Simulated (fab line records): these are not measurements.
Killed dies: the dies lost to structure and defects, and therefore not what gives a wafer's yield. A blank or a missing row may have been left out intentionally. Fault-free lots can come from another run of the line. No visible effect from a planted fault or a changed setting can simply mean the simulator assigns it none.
A struck lot beside a sound one || flow rit_cmos || 39 out of 202 route steps
Sound: these wafers, L351.2, L351.4, L351.6. Wafers struck: L352.2, L352.4, L352.6. The cause is given at the end.
Each step with rows lists, per side, the tool, then ch with its chambers, then its first start. Under that, the readings that differ: sound wafers || struck wafers || difference of the means || sigmas: that difference in standard deviations of wafers without a fault.
alike: words and numbers the same on both sides, and readings whose means are apart by under 2 such deviations; not compared: readings that were withheld, readings missing a value for some wafer, numbers with overlapping values and no deviation given by the record, and bounds like >300 which may hide the same value.
The two part at a step that has a row with sigmas, a row that says differs or no value, or rows on one side only. When numbers do not overlap yet have no deviation, they are printed without sigmas and do not part them. A reading missing from all wafers of one side parts the sides only when that side holds two or more wafers.

first, 3 steps without rows for these wafers: RIT_GATE_EXPOSE_13 (exposes mask M6, target cd 150 nm); RIT_GATE_PEB_14; RIT_GATE_DEVELOP_15 (develop time 50 s).
RIT_GATE_CD_MEAS_16: the cd target is 150 nm.
  sound: cd_sem-01 at day 6 01:26; struck: cd_sem-02 at day 6 01:35
  alike: cd_nm
RIT_GATE_OVL_MEAS_17:
  sound: overlay-02 at day 6 01:32; struck: overlay-01 at day 6 01:41
  alike: GATE_OVL
then, 1 step without rows for these wafers: RIT_GATE_HARDBAKE_18 (time 60 s).
RIT_GATE_ETCH_19: etches poly-Si in SF6/CHF3/O2, stops on SiO2, time 165 s, target depth 312.5 nm.
  sound on rie_si-02 ch 0,2, day 6 01:53; struck on rie_si-01 ch 1,2, day 6 01:58
  alike: drypump_motor_current_A, he_backside_leak_sccm, oes_product_au, throttle_valve_pct
  not compared: rf_hours_counter_h
RIT_GATE_STRIP_20: strips in O2, time 180 s.
  sound on plasma_asher-04 ch 0,1, day 6 02:00; struck on plasma_asher-01 ch 0,1, day 6 02:04
  alike: drypump_motor_current_A, rf_refl_power_W
  not compared: rf_hours_counter_h
RIT_GATE_CD_MEAS_90: the cd target is 150 nm.
  sound: cd_sem-02 at day 6 02:11; struck: cd_sem-01 at day 6 02:16
  alike: cd_nm
then, 3 steps without rows for these wafers: RIT_REOX_CLEAN_00 (cleans in SC1, time 600 s); RIT_REOX_CLEAN_01 (cleans in dHF, time 30 s); RIT_REOX_CLEAN_02 (cleans in SC2, time 600 s).
RIT_REOX_OXIDATION_03: target thk 25.2 nm, ox time 5580 s.
  sound on furnace-03 ch 0, day 6 02:46; struck on furnace-04 ch 0, day 6 02:54
{"reading": "spike_tc_centre_C (C)", "sound": "904.0 902.8 902.2", "struck": "915.5 915.6 916.4", "difference": "+12.8", "sigmas": "+9"}
{"reading": "spike_tc_load_C (C)", "sound": "929 930 928", "struck": "940 941 942", "difference": "+12", "sigmas": "+4"}
{"reading": "spike_tc_source_C (C)", "sound": "927 927 925", "struck": "941 943 940", "difference": "+15", "sigmas": "+4"}
{"reading": "tube_center_temp_C (C)", "sound": "900.03 900.05 899.93", "struck": "915.03 915.05 914.91", "difference": "+14.99", "sigmas": "+99 or more"}
{"reading": "tube_center_temp_C_max", "sound": "902.4 902.1 901.8", "struck": "917.4 917.1 917.4", "difference": "+15.2", "sigmas": "+42"}
{"reading": "model.SiO2_of_REOX_OXIDATION_03.thk_nm (nm)", "sound": "25.23 25.68 25.49", "struck": "29.06 29.67 28.99", "difference": "+3.77", "sigmas": ""}
RIT_REOX_THK_MEAS_04:
  sound: film_metro-04 at day 6 05:19; struck: film_metro-04 at day 6 05:28
{"reading": "REOX_OXIDE_THK (nm)", "sound": "25.2 25.7 25.5", "struck": "29.1 29.6 29.0", "difference": "+3.8", "sigmas": "+10"}
then, 6 steps without rows for these wafers: RIT_NLDD_HMDS_00 (prime time 60 s); RIT_NLDD_COAT_01 (resist thk 1000 nm); RIT_NLDD_SOFTBAKE_02 (time 60 s); RIT_NLDD_EXPOSE_03 (exposes mask M7, target cd 40700 nm); RIT_NLDD_PEB_04; RIT_NLDD_DEVELOP_05 (develop time 50 s).
RIT_NLDD_OVL_MEAS_06:
  sound: overlay-02 at day 6 06:25; struck: overlay-01 at day 6 06:39
  alike: NLDD_OVL
then, 2 steps without rows for these wafers: RIT_NLDD_HARDBAKE_07 (time 60 s); RIT_NLDD_IMPLANT_08.
RIT_NLDD_STRIP_09: strips in O2, time 180 s.
  sound on plasma_asher-03 ch 0,1, day 6 06:44; struck on plasma_asher-04 ch 0,1, day 6 06:59
  alike: drypump_motor_current_A, rf_refl_power_W
  not compared: rf_hours_counter_h
RIT_NLDD_TW_MEAS_10:
  sound: film_metro-02 at day 6 06:55; struck: film_metro-02 at day 6 07:10
  alike: NLDD_TW
then, 6 steps without rows for these wafers: RIT_PLDD_HMDS_00 (prime time 60 s); RIT_PLDD_COAT_01 (resist thk 1000 nm); RIT_PLDD_SOFTBAKE_02 (time 60 s); RIT_PLDD_EXPOSE_03 (exposes mask M8, target cd 40900 nm); RIT_PLDD_PEB_04; RIT_PLDD_DEVELOP_05 (develop time 50 s).
RIT_PLDD_OVL_MEAS_06:
  sound: overlay-01 at day 6 07:58; struck: overlay-02 at day 6 08:18
{"reading": "PLDD_OVL (nm)", "sound": "0.3 -1.9 -1.2", "struck": "1.3 3.5 2.3", "difference": "+3.3", "sigmas": "+2"}
then, 2 steps without rows for these wafers: RIT_PLDD_HARDBAKE_07 (time 60 s); RIT_PLDD_IMPLANT_08.
RIT_PLDD_STRIP_09: strips in O2, time 180 s.
  sound on plasma_asher-04 ch 1, day 6 08:25; struck on plasma_asher-03 ch 0, day 6 08:53
  alike: drypump_motor_current_A, rf_refl_power_W
  not compared: rf_hours_counter_h
RIT_PLDD_TW_MEAS_10:
  sound: film_metro-01 at day 6 08:36; struck: film_metro-03 at day 6 09:04
{"reading": "PLDD_TW", "sound": "2321 2322 2312", "struck": "2374 2367 2379", "difference": "+55", "sigmas": "+2"}
RIT_SPACER_CLEAN_00: cleans in SC1, time 600 s.
  sound on wet_bench-03 ch 1, day 6 08:39; struck on wet_bench-02 ch 2, day 6 09:07
{"reading": "model.SiO2_of_REOX_OXIDATION_03.thk_nm (nm)", "sound": "23.26 23.68 23.49", "struck": "26.83 27.38 26.77", "difference": "+3.52", "sigmas": ""}
then, 1 step without rows for these wafers: RIT_SPACER_CLEAN_01 (cleans in dHF, time 30 s).
RIT_M1_PROBE_99:
  sound wafers here have rows in the record (prober-01, day 6 23:14); struck ones have none

== WHERE THEY PART ==
First at RIT_REOX_OXIDATION_03; last, within this record, at RIT_M1_PROBE_99.

WHY: what had been put in by the simulator
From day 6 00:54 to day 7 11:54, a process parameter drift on furnace-04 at RIT_REOX_OXIDATION_03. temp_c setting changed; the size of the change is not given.
